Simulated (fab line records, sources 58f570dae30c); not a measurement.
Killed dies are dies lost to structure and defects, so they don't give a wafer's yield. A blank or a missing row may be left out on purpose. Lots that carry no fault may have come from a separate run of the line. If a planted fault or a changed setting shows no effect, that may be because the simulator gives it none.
Code-filled problem report in 8D (eight disciplines) form | flow berkeley-cmos170 | the parts of the form that need people (team, actions taken, sign-off) are left out

== 1. THE ISSUE ==
Mean of cd-nm at UCB170_V1_CD_MEAS_12: 712.3 nm across 5 wafers in 2 lots; on wafers with no fault it is 699.6 nm (standard deviation 1.3). Relative to the usual mean, that is a shift of +9.8 standard deviations.
The step: target cd 700 nm.
First seen on wafer L160.5, day 10 10:39, on cd-sem-01. The record has a number at this step for 41 wafers belonging to 14 lots. The rule behind "out" and "out of limits": a value lying over 4 standard deviations away from the usual mean. All remaining wafers that have a number are taken as sound.

== 2. WHAT THIS IS AND IS NOT ==
question                    | is                     | is not
which readings at this step | cd-nm                  | -
which lots                  | L160, L161             | L146, L147, L148, L149, L150, L151, L153, L158, L164, L166, L168, L169
which wafers of those lots  | all that have a number | -
read on which gauges        | cd-sem-01, cd-sem-02   | -
when                        | from day 10 10:39      | up to then (24 sound wafers); but 12 sound wafers of L164, L166, L168, L169 came after

== 3. SUSPECTS, AND WHAT RULES EACH OUT ==
Counting: a tool at a process step up to the reading stays a suspect if it ran every lot that is out and no sound lot after the first of them.
- ruled out: the gauge at UCB170_V1_CD_MEAS_12. The wafers that are out were read on 2 gauges (cd-sem-01, cd-sem-02).
- litho-track-02 at UCB170_V1_PEB_10: kept. Every lot that is out went through it, starting with L160 (day 10 10:24), and after that it ran no sound lot; the last sound lot it ran before then is L158 (day 9 21:19).
Left after counting: litho-track-02 at UCB170_V1_PEB_10.

== 4. THE CAUSE (what the simulator had put in) ==
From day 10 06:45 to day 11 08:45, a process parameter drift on litho-track-02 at UCB170_V1_PEB_10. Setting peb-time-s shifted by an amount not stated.
The count eliminated every tool but this one.

== 5. THE EFFECT CHAIN, in route order ==
Rows list readings where the struck wafers' mean (over those with a number) sits beyond 3 standard deviations from the usual. Readings are gone through only where the record gives a usual standard deviation; hours: the median, over the lots, of the time from a lot's start at the first step in this table giving one to that lot's start at this step; sigmas: the change measured in usual standard deviations.
hours | step                 | reading | usual    | on struck wafers | change | sigmas
0     | UCB170_V1_CD_MEAS_12 | cd-nm   | 699.6 nm | 712.3            | +12.7  | +9.8

== 6. WHAT WOULD HAVE CAUGHT IT SOONER ==
Counted from the fault's start at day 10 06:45, it took 4 hours until the first out-of-limits reading at a measuring or inspecting step in this record, taken at day 10 10:39.
Of the lots that are out (2), L161 began UCB170_V1_PEB_10 on litho-track-02 after day 10 10:39. A hold on the tool at that time would have spared it.
